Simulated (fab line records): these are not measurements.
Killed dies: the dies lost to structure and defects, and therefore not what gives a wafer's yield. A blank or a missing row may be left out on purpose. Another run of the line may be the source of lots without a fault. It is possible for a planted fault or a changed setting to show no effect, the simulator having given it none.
A struck lot beside a sound one    flow berkeley-cmos170    14 steps out of a route of 331
Sound: the wafers L154.2, L154.3, L154.6. Wafers L140.1, L140.4, L140.5 were the ones struck. The cause comes at the end.
At each step with rows: each side's tool, then ch and its chambers, then its first start. Under that, the readings that differ: sound wafers    struck wafers    difference of the means    sigmas: that difference in standard deviations of wafers without a fault.
alike: a reading whose means differ by less than 2 such deviations, as well as words and numbers matching on both sides. not compared: withheld readings; readings where some wafer has no value; bounds like >300 that might hide an equal value; numbers whose values overlap and for which the record gives no deviation.
A row with sigmas, a row that says differs or no value, or rows on one side alone: a step with any of these is where the two part. Non-overlapping numbers with no deviation appear without sigmas and do not part them. A reading that every wafer of one side lacks parts them only if that side has two wafers or more.

first, 2 steps without rows for these wafers: UCB170_CONTACT_CLEAN_00 (cleans in SPM, time 600 s); UCB170_CONTACT_CVD_01 (deposits PSG from SiH4/O2/PH3, target thk 700 nm, time 2820 s).
UCB170_CONTACT_THK_MEAS_02:
  struck on film-metro-01, day 9 09:56; sound on film-metro-03, day 11 21:13
  alike: CONTACT_PSG_THK
then, 3 steps without rows for these wafers: UCB170_CONTACT_HMDS_03 (prime time 60 s); UCB170_CONTACT_COAT_04 (resist thk 900 nm); UCB170_CONTACT_SOFTBAKE_05 (time 60 s).
UCB170_CONTACT_STRIP_06: strips in O2.
  sound on plasma-asher-01 ch 0,1, day 11 22:03; struck on plasma-asher-04 ch 0,1, day 9 10:26
  alike: drypump-motor-current-A, oes-product-au, strip-time-to-endpoint-s
  not compared: rf-hours-counter-h
then, 1 step without rows for these wafers: UCB170_CONTACT_CLEAN_07 (cleans in SPM, time 600 s).
UCB170_CONTACT_RTA_08: time 10 s.
  sound on rtp-anneal-01 ch 0, day 11 22:32; struck on rtp-anneal-02 ch 0, day 9 10:43
  alike: anneal-temp-c-max, lamp-power-pct, wafer_temp_C_max
then, 3 steps without rows for these wafers: UCB170_CONTACT_COAT_09; UCB170_CONTACT_COAT_10 (resist thk 900 nm); UCB170_CONTACT_SOFTBAKE_11 (time 60 s).
UCB170_CONTACT_EXPOSE_12: exposes mask CONT, target cd 700 nm.
  struck on krf-scanner-02, day 9 11:21; sound on krf-scanner-01 ch 0, day 11 23:26
  no value came back on the struck wafers for exposure-dose-mJ-cm2, focus-offset-nm (nm), sigma-outer; on the sound wafers exposure-dose-mJ-cm2 reads 35.03 34.97 34.95
  alike: mask
then, 1 step without rows for these wafers: UCB170_CONTACT_PEB_13.

WHERE THEY PART
Only at UCB170_CONTACT_EXPOSE_12, as far as this record shows.

WHY: the cause the simulator had injected
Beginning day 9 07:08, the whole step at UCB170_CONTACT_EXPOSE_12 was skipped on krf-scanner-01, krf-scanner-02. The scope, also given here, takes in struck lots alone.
